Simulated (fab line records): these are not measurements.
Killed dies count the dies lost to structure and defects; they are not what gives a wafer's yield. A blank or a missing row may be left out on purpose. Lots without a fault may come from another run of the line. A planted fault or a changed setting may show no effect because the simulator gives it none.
Comparing a struck lot with a sound one / flow berkeley-cmos170 / 20 steps out of a route of 331
Sound: the wafers L693.1, L693.2, L693.5. The struck wafers were L695.1, L695.3, L695.4. Last of all comes the cause.
Per side, at each step with rows, come the tool, then ch with its chambers, and then its first start. Under that, the readings that differ: sound wafers / struck wafers / difference of the means / sigmas: that difference in standard deviations of wafers without a fault.
alike: readings whose means differ by less than 2 such deviations, and words and numbers that are the same on both sides. not compared: withheld readings, readings that some wafer has no value for, bounds like >300 that may hide the same value, and numbers for which the record gives no deviation and whose values overlap.
The two part at a step that has a row with sigmas, a row that says differs or no value, or rows on one side only. When numbers do not overlap yet have no deviation, they are printed without sigmas and do not part them. A reading that every wafer of one side lacks parts them only if that side has two wafers or more.

UCB170_PVT_TW_MEAS_09:
  sound on film-metro-02 at day 8 06:16; struck on film-metro-04 at day 8 21:05
reading=PVT_TW; sound=498 500 500; struck=519 518 516; difference=+18; sigmas=+2
then, 1 step without rows for these wafers: UCB170_GATE_WET_ETCH_00 (etches SiO2 in dHF, time 200 s).
UCB170_FIELD_THK_MEAS_91:
  sound on film-metro-02 at day 8 06:23; struck on film-metro-04 at day 8 21:22
  alike: FIELD_OXIDE_LEFT_2_THK
then, 1 step without rows for these wafers: UCB170_GATE_OXIDATION_01 (target thk 6.6 nm, ox time 1800 s).
UCB170_GATE_THK_MEAS_02:
  sound on film-metro-01 at day 8 14:04; struck on film-metro-01 at day 9 09:14
  alike: GATE_OXIDE_THK
then, 2 steps without rows for these wafers: UCB170_GATE_ANNEAL_03 (time 1800 s); UCB170_GATE_CVD_04 (deposits poly-Si from SiH4, time 1440 s, target thk 214 nm).
UCB170_GATE_THK_MEAS_05:
  sound on film-metro-02 at day 8 20:56; struck on film-metro-03 at day 9 13:41
reading=GATE_POLY_THK (nm); sound=213.8 215.5 214.0; struck=218.7 218.4 217.6; difference=+3.8; sigmas=+2
then, 4 steps without rows for these wafers: UCB170_GATE_COAT_06; UCB170_GATE_COAT_07 (resist thk 900 nm); UCB170_GATE_SOFTBAKE_08 (time 60 s); UCB170_GATE_EXPOSE_09 (exposes mask POLY, target cd 350 nm).
UCB170_GATE_PEB_10:
  sound on litho-track-03 ch 0, day 8 22:02; struck on litho-track-03 ch 0, day 9 15:25
reading=heater-power-total-W (W); sound=56.78 56.77 56.83; struck=60.47 60.57 60.46; difference=+3.71; sigmas=+86
reading=plate-temp-C (C); sound=130.07 130.15 130.14; struck=136.23 136.42 136.43; difference=+6.24; sigmas=+42
then, 1 step without rows for these wafers: UCB170_GATE_DEVELOP_11 (develop time 45 s).
UCB170_GATE_CD_MEAS_12: the cd target is 350 nm.
  sound on cd-sem-02 at day 8 22:19; struck on cd-sem-02 at day 9 15:42
reading=cd-nm (nm); sound=348.1 349.6 348.6; struck=316.8 317.1 317.9; difference=-31.5; sigmas=-21
UCB170_GATE_OVL_MEAS_13:
  sound on overlay-02 at day 8 22:26; struck on overlay-02 at day 9 15:49
  alike: GATE_OVL
UCB170_GATE_ETCH_14: etches BARC in N2/H2.
  sound on rie-diel-01 ch 0,1, day 8 22:28; struck on rie-diel-02 ch 0,1,2, day 9 15:51
reading=oes-product-au (a.u.); sound=0.993 0.982 0.988; struck=1.020 1.030 1.042; difference=+0.043; sigmas=+2
  alike: bias-w, drypump-motor-current-A, throttle-valve-pct
UCB170_GATE_ETCH_15: etches poly-Si in HBr/Cl2, stops on SiO2, time 56.3 s, target depth 278.2 nm.
  sound on rie-si-01 ch 0,1,2, day 8 22:31; struck on rie-si-01 ch 1,2,3, day 9 15:53
reading=model.GATE.cd-nm (nm); sound=348.3 349.8 348.8; struck=317.1 317.4 318.2; difference=-31.4; sigmas=
  alike: bias-w, drypump-motor-current-A, mfc-cl2-sccm, oes-product-au, throttle-valve-pct
  not compared: rf-hours-counter-h
UCB170_GATE_STRIP_16: strips in O2.
  sound on plasma-asher-04 ch 0,1, day 8 22:34; struck on plasma-asher-04 ch 0,1, day 9 15:56
  alike: drypump-motor-current-A, oes-product-au
  not compared: rf-hours-counter-h
UCB170_M3_PROBE_99:
  only the struck wafers here have rows in the record (prober-01, day 11 08:06); the sound ones have none

== WHERE THEY PART ==
Last at UCB170_M3_PROBE_99 as far as this record goes, first at UCB170_PVT_TW_MEAS_09.

WHY: what the simulator had put in
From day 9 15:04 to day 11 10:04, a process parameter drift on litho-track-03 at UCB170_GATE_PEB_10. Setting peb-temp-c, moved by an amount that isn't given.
